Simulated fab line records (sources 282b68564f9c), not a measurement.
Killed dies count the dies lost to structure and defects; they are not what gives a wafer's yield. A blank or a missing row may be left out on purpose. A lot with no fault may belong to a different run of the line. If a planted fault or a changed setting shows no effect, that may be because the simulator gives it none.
2 desks, one fault -- flow rit cmos -- every desk sees just its own numbers, and what lay behind them comes last

== FOR THE TOOL OWNER'S DESK: litho track-04 ==
Per lot that ran on this tool, the mean of the sampled wafers carrying a number, from the tool's own readings at RIT_NRETRO_SOFTBAKE_02 (time 60 s). Any lot whose mean is over 4 standard deviations away from the usual mean is out of limits and marked OUT; that distance is given in the brackets.
Columns: A = heater power total W at RIT_NRETRO_SOFTBAKE_02, usual 34.57 W; B = plate temp C at RIT_NRETRO_SOFTBAKE_02, usual 90.01 C
lot,first seen here,A,B
L789,day 2 19:24,34.60,90.02
L795,day 3 22:08,34.58,90.10
L800,day 5 03:08,34.54,90.05
L803,day 5 15:50,34.53,89.99
L805,day 5 23:41,32.40 (-42) OUT,86.01 (-31) OUT
L807,day 6 11:08,32.42 (-41) OUT,86.06 (-30) OUT
This desk's verdict: out of limits on L805, L807, starting with L805 at day 5 23:41 (heater power total W at RIT_NRETRO_SOFTBAKE_02). L789, L795, L800, L803: within limits.

== METROLOGY DESK ==
What the gauges read for every lot (on any tool): the sampled wafers with a number, averaged. Any lot whose mean is over 4 standard deviations away from the usual mean is out of limits and marked OUT; that distance is given in the brackets.
Columns: A = cd nm at RIT_ACTIVE_CD_MEAS_11, usual 1399.7 nm; B = PWELL_OVL at RIT_PWELL_OVL_MEAS_06, usual 0.6 nm; C = cd nm at RIT_GATE_CD_MEAS_16, usual 150.4 nm
lot,first seen here,A,B,C
L788,day 1 20:38,1399.4,1.8,149.9
L789,day 2 00:30,1404.6,0.8,152.9
L791,day 2 11:08,1395.1,1.9,154.4
L795,day 3 08:25,1401.3,1.3,155.6
L796,day 3 13:01,1399.7,0.9,151.9
L797,day 3 16:41,1399.0,-1.3,150.4
L799,day 4 04:19,1399.0,1.3,147.1
L800,day 4 07:47,1401.5,-1.1,155.2
L801,day 4 14:08,1400.0,0.6,144.7
L802,day 4 18:00,1398.6,1.0,147.6
L803,day 4 22:42,1396.6,1.1,151.5
L804,day 5 04:35,1400.5,2.9,150.8
L805,day 5 09:19,1399.6,-0.1,145.6
L807,day 5 19:40,1400.7,1.6,154.7
Result from this desk: across the 14 lots, nothing is out of limits.

== BROUGHT TOGETHER ==
At day 5 23:41, on L805, L807, the tool owner's desk was in a position to raise an alarm.
Metrology desk: nothing out of limits seen.
The metrology desk holds a record of L805, L807, inside its limits.
Of the lots named, all ran RIT_NRETRO_SOFTBAKE_02 on litho track-04.

== WHAT HAD BEEN PUT IN BY THE SIMULATOR ==
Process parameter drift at RIT_NRETRO_SOFTBAKE_02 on litho track-04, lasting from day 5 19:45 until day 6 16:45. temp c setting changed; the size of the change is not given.
Shown lots that were struck: L805, L807.
Each desk's first reading out of limits, in hours after the fault started: the tool owner's desk, 4.
